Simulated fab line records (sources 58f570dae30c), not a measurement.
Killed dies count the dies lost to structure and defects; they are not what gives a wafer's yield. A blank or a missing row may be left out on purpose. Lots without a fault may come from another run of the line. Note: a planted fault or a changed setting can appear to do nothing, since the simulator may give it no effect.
Split-lot study	flow berkeley-cmos170	route with 331 steps; 5 lots, 23 wafers read

ON THE SPLIT
At UCB170_ACTIVE_COAT_08 (resist thk 900 nm), the setting spin-rpm was moved away from the recipe's 1500 rpm on 7 of the 23 wafers read, by -3.0% to +6.9%. This setting was run at the recipe's value on the other wafers.

The reading is taken at the split's own step.

THE READING
KrF_of_ACTIVE_COAT_08.thk-nm (the simulator's own value, which no gauge read), in nm, at UCB170_ACTIVE_COAT_08 (resist thk 900 nm). The file gives no usual value for it. Average 898.5 nm, standard deviation 1.8 nm, over the 16 wafers here run with the recipe.

wafer	tool, chamber at the split	spin-rpm as run, rpm	against the recipe	KrF_of_ACTIVE_COAT_08.thk-nm, nm	against lot-mates on the recipe
L076.1	litho-track-02, 0	1500	recipe	896.7	-
L076.2	litho-track-02, 0	1500	recipe	900.8	-
L076.4	litho-track-02, 0	1500	recipe	898	-
L076.5	litho-track-02, 0	1500	recipe	896.3	-
L076.6	litho-track-02, 0	1500	recipe	898.5	-
L077.2	litho-track-01, 0	1500	recipe	900	-
L077.3	litho-track-01, 0	1562	+4.1%	882.2	-15.9
L077.4	litho-track-01, 0	1562	+4.1%	878	-20.1
L077.5	litho-track-01, 0	1500	recipe	896.3	-
L077.6	litho-track-01, 0	1500	recipe	897.9	-
L079.1	litho-track-03, 0	1500	recipe	897.4	-
L079.3	litho-track-03, 0	1455	-3.0%	915.5	+15.8
L079.4	litho-track-03, 0	1455	-3.0%	915.5	+15.8
L079.5	litho-track-03, 0	1500	recipe	901.1	-
L079.6	litho-track-03, 0	1500	recipe	900.6	-
L082.1	litho-track-02, 0	1500	recipe	898.2	-
L082.2	litho-track-02, 0	1604	+6.9%	868	-28.8
L082.4	litho-track-02, 0	1604	+6.9%	867.1	-29.7
L082.5	litho-track-02, 0	1604	+6.9%	867.7	-29.1
L082.6	litho-track-02, 0	1500	recipe	895.4	-
L083.1	litho-track-03, 0	1500	recipe	900.4	-
L083.2	litho-track-03, 0	1500	recipe	897.5	-
L083.4	litho-track-03, 0	1500	recipe	900.7	-

FIT RESULTS
A straight line over all 23 wafers: KrF_of_ACTIVE_COAT_08.thk-nm changes by -4.62 nm for each +1% of spin-rpm; r = -0.99; the points scatter about the line by 2 nm.
The same after taking each lot's own level away (the mean of its wafers on the recipe; 23 wafers): -4.38 nm for each +1%; r = -0.99; scatter 1.7 nm.
On that fit, the largest move of spin-rpm shifts the reading by 30 nm.
The span of the lots' own levels, 896.80 to 899.70 nm, comes to 1.6 times the standard deviation stated above.
Hence the lot-to-lot level has little effect on the slope; both slopes agree.
Check: with one of the wafers moved furthest among these (+6.9%) left out of the fit, the line predicts -30.3 nm for it against its lot-mates. It came out at -28.8 nm against them.

THESE WAFERS: OTHER SPLITS
Other splits were also applied to these wafers ahead of the reading. Each is held against what the fit with the lots' levels taken away leaves over:
other split on the same wafers	wafers away from the commonest value	r with KrF_of_ACTIVE_COAT_08.thk-nm (lot level and that fit taken away)
UCB170_START_OXIDATION_02 temp-c	15	+0.26
UCB170_NWELL_IMPLANT_14 dose-cm2	8	+0.05
UCB170_PWELL_CVD_05 time-s	15	-0.25
UCB170_PWELL_DEVELOP_12 develop-time-s	5	+0.01

THE WHOLE CHAIN: every reading that the file lists as answering this split, in the file's order
step	what it does	reading	change (the file's fit)	r (the file's)
UCB170_ACTIVE_COAT_08	resist thk 900 nm	KrF_of_ACTIVE_COAT_08.thk-nm (the simulator's own value, which no gauge read)	-4.37 nm for each +1% of the setting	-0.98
UCB170_ACTIVE_STRIP_16	strips in O2	strip-time-to-endpoint-s	withheld for each +1% of the setting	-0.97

FILE'S OWN FIT
KrF_of_ACTIVE_COAT_08.thk-nm changes by -4.37 nm for each +1% of spin-rpm, r = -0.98.
